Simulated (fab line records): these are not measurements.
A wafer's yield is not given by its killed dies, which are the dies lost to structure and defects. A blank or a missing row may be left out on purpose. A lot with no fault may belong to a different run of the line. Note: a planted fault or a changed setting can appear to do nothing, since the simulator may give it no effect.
A struck lot beside a sound one / flow rit_cmos / 17 steps out of a route of 202
Sound: the wafers L319.4, L319.5, L319.6. Struck: wafers L310.3, L310.4, L310.5. The cause comes at the end.
Order at every step that has rows: each side's tool, ch and its chambers, its first start. Under that, the readings that differ: sound wafers / struck wafers / difference of the means / sigmas: that difference in standard deviations of wafers without a fault.
alike: same words and numbers on both sides, and readings whose means sit less than 2 such deviations apart. not compared: any withheld reading, any reading some wafer has no value for, any bound like >300 that may hide the same value, and any number with overlapping values for which the record gives no deviation.
A row with sigmas, a row that says differs or no value, or rows on one side alone: a step with any of these is where the two part. Non-overlapping numbers with no deviation appear without sigmas and do not part them. Lack of a reading on every wafer of one side parts them only where that side has two or more wafers.

RIT_NWELL_TW_MEAS_10:
  sound: film_metro-02 at day 5 05:37; struck: film_metro-02 at day 3 07:53
  alike: NWELL_TW
then, 6 steps without rows for these wafers: RIT_PWELL_HMDS_00 (prime time 60 s); RIT_PWELL_COAT_01 (resist thk 1300 nm); RIT_PWELL_SOFTBAKE_02 (time 60 s); RIT_PWELL_EXPOSE_03 (exposes mask M3, target cd 43700 nm); RIT_PWELL_PEB_04; RIT_PWELL_DEVELOP_05 (develop time 68 s).
RIT_PWELL_OVL_MEAS_06:
  sound: overlay-01 at day 5 06:32; struck: overlay-02 at day 3 08:49
  alike: PWELL_OVL
then, 2 steps without rows for these wafers: RIT_PWELL_HARDBAKE_07 (time 120 s); RIT_PWELL_IMPLANT_08.
RIT_PWELL_STRIP_09: strips in O2, time 180 s.
  sound on plasma_asher-01 ch 0,1, day 5 07:01; struck on plasma_asher-02 ch 0,1, day 3 09:21
  alike: drypump_motor_current_A, o2_flow_sccm
  not compared: rf_hours_counter_h
RIT_PWELL_TW_MEAS_10:
  sound: film_metro-04 at day 5 07:10; struck: film_metro-02 at day 3 09:29
reading=PWELL_TW; sound=956 961 960; struck=937 935 942; difference=-21; sigmas=-2
RIT_WELLDRIVE_ANNEAL_00: time 14700 s.
  sound on furnace-01 ch 0, day 5 07:23; struck on furnace-03 ch 0, day 3 09:32
reading=spike_tc_centre_C (C); sound=1101.4 1103.1 1103.4; struck=1117.1 1117.0 1118.2; difference=+14.8; sigmas=+12
reading=spike_tc_load_C (C); sound=1131 1131 1131; struck=1140 1141 1140; difference=+9; sigmas=+3
reading=spike_tc_source_C (C); sound=1128.9 1130.6 1128.7; struck=1138.8 1141.1 1140.9; difference=+10.9; sigmas=+5
reading=tube_center_temp_C (C); sound=1100.1 1100 1100.1; struck=1114.9 1115 1115; difference=+14.9; sigmas=+99 or more
reading=tube_center_temp_C_max; sound=1102.9 1102.5 1103.2; struck=1117.5 1118.2 1118.3; difference=+15.1; sigmas=+31
RIT_WELLDRIVE_RS_MEAS_01: measurement is done with a four-point probe.
  sound: film_metro-02 at day 5 12:31; struck: film_metro-04 at day 3 14:39
reading=NWELL_RS (ohm/sq); sound=275.3 276.4 275.4; struck=259.9 258.7 259.5; difference=-16.3; sigmas=-22
RIT_WELLDRIVE_RS_MEAS_02: measurement is done with a four-point probe.
  sound: film_metro-02 at day 5 12:38; struck: film_metro-04 at day 3 14:46
reading=PWELL_RS (ohm/sq); sound=430.9 431.1 430.9; struck=411.7 413.2 411.3; difference=-18.9; sigmas=-15
then, 1 step without rows for these wafers: RIT_NRETRO_HMDS_00 (prime time 60 s).
RIT_M1_PROBE_99:
  sound: prober-01 at day 6 18:17; struck: prober-02 at day 4 21:42
reading=model.etest.nwell_pinched.rs_ohm_sq; sound=336.3 340.4 344; struck=305.2 306.6 307.2; difference=-33.9; sigmas=
reading=model.etest.pwell_pinched.rs_ohm_sq; sound=457.1 461.2 455.1; struck=438.8 440.1 441.8; difference=-17.6; sigmas=
reading=model.etest.pwell.rs_ohm_sq; sound=412.6 413.6 409.8; struck=399.9 399.7 397.9; difference=-12.8; sigmas=
reading=model.etest.field_n.vt_v (V); sound=34.96 34.73 34.52; struck=32.59 31.99 31.93; difference=-2.57; sigmas=
reading=model.etest.field_p_metal.vt_v (V); sound=-27.88 -27.95 -28.01; struck=-31.01 -31.4 -31.24; difference=-3.27; sigmas=
reading=model.etest.iso_nwell_nwell.bv_v (V); sound=22.27 22.1 22.29; struck=23.06 22.7 22.68; difference=+0.59; sigmas=
reading=model.etest.field_p.vt_v (V); sound=-12.19 -12.13 -12.08; struck=-13.46 -13.33 -13.3; difference=-1.23; sigmas=
reading=model.etest.diode_pplus_nwell.bv_v (V); sound=6.529 6.515 6.531; struck=6.852 6.839 6.864; difference=+0.327; sigmas=
  alike: killed_at_M0_to_M3, killed_at_contacts, killed_at_front_end, killed_dies, killed_open, killed_short

WHERE THEY PART
Earliest at RIT_PWELL_TW_MEAS_10; latest, in this record, at RIT_WELLDRIVE_RS_MEAS_02. Later steps at which nothing parts them and some readings are alike: RIT_M1_PROBE_99.

WHY: what the simulator had put in
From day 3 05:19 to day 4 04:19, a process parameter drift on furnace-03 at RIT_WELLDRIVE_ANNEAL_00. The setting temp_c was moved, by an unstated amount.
